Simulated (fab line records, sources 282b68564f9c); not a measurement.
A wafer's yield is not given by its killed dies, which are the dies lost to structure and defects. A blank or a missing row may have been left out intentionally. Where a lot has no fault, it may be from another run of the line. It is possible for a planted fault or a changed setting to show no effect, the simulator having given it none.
Which tool did it? || flow rit-cmos || Sampling: 8 lots, 24 wafers, 2 of 202 route steps

WHAT EACH GAUGE READ, for each wafer
RIT_NSD_OVL_MEAS_06.
{"lot": "L365", "measured": "day 3 03:18", "on": "overlay-02", "NSD_OVL (nm)": "-1.7 -2.1 -2.7"}
{"lot": "L368", "measured": "day 3 20:58", "on": "overlay-01", "NSD_OVL (nm)": "-5.5 -5.3 -5.8"}
{"lot": "L370", "measured": "day 4 04:01", "on": "overlay-02", "NSD_OVL (nm)": "-1.5 -1.2 -2.8"}
{"lot": "L372", "measured": "day 4 14:35", "on": "overlay-01", "NSD_OVL (nm)": "-3.0 -3.0 -2.3"}
{"lot": "L374", "measured": "day 5 00:47", "on": "overlay-02", "NSD_OVL (nm)": "8.8 9.1 9.9"}
{"lot": "L376", "measured": "day 5 10:41", "on": "overlay-01", "NSD_OVL (nm)": "-3.7 -1.8 -2.0"}
{"lot": "L383", "measured": "day 6 22:13", "on": "overlay-02", "NSD_OVL (nm)": "-2.3 -1.7 -1.1"}
{"lot": "L387", "measured": "day 7 23:26", "on": "overlay-01", "NSD_OVL (nm)": "-3.8 -4.9 -3.7"}

WHICH TOOL RAN EACH LOT (tool, then ch and the chambers of the sampled wafers, then the start)
{"lot": "L365", "RIT_NSD_EXPOSE_03": "iline-stepper-02 ch 0, day 3 02:55"}
{"lot": "L368", "RIT_NSD_EXPOSE_03": "iline-stepper-02 ch 0, day 3 20:34"}
{"lot": "L370", "RIT_NSD_EXPOSE_03": "iline-stepper-01 ch 0, day 4 03:37"}
{"lot": "L372", "RIT_NSD_EXPOSE_03": "iline-stepper-02 ch 0, day 4 14:11"}
{"lot": "L374", "RIT_NSD_EXPOSE_03": "iline-stepper-01 ch 0, day 5 00:23"}
{"lot": "L376", "RIT_NSD_EXPOSE_03": "iline-stepper-02 ch 0, day 5 10:14"}
{"lot": "L383", "RIT_NSD_EXPOSE_03": "iline-stepper-02 ch 0, day 6 21:49"}
{"lot": "L387", "RIT_NSD_EXPOSE_03": "iline-stepper-02 ch 0, day 7 23:03"}
- RIT_NSD_EXPOSE_03: exposes mask M9, target cd 40700 nm.

THE ANSWER, worked out from the rows above alone
Rule: usual is defined by the lots themselves. The widest of any qualifying gaps counts: lots, ordered by their means at a reading, are off when they make up no more than a third of the lots, leave a main group of 4 or more, and stand apart from it by 3 or more times the standard deviation of that group's means. Not used: any main group whose means are identical at the precision the tables above print for the reading. A lot without any number at a reading at which 4 lots or more have one is off too. Any other lot the step has rows for is counted as sound.
Off: L374, at RIT_NSD_OVL_MEAS_06 (NSD_OVL). For the main group the mean is -2.9 nm and the standard deviation 1.3.
If a tool, at a process step before that reading, ran all the lots that are off and no sound lot after the first of them, it fits. The gauges at RIT_NSD_OVL_MEAS_06 are tried like those tools. One candidate fits, namely iline-stepper-01 at RIT_NSD_EXPOSE_03. Its last sound lot is L370 (day 4 03:37), its first lot that is off L374 (day 5 00:23): a fault that began between those two fits.

WHAT THE SIMULATOR HAD PUT IN
Scanner matching overlay: iline-stepper-01, from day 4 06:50 on, at RIT_NSD_EXPOSE_03. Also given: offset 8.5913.
Struck lots among those shown: L374. Same finding as the rule above.
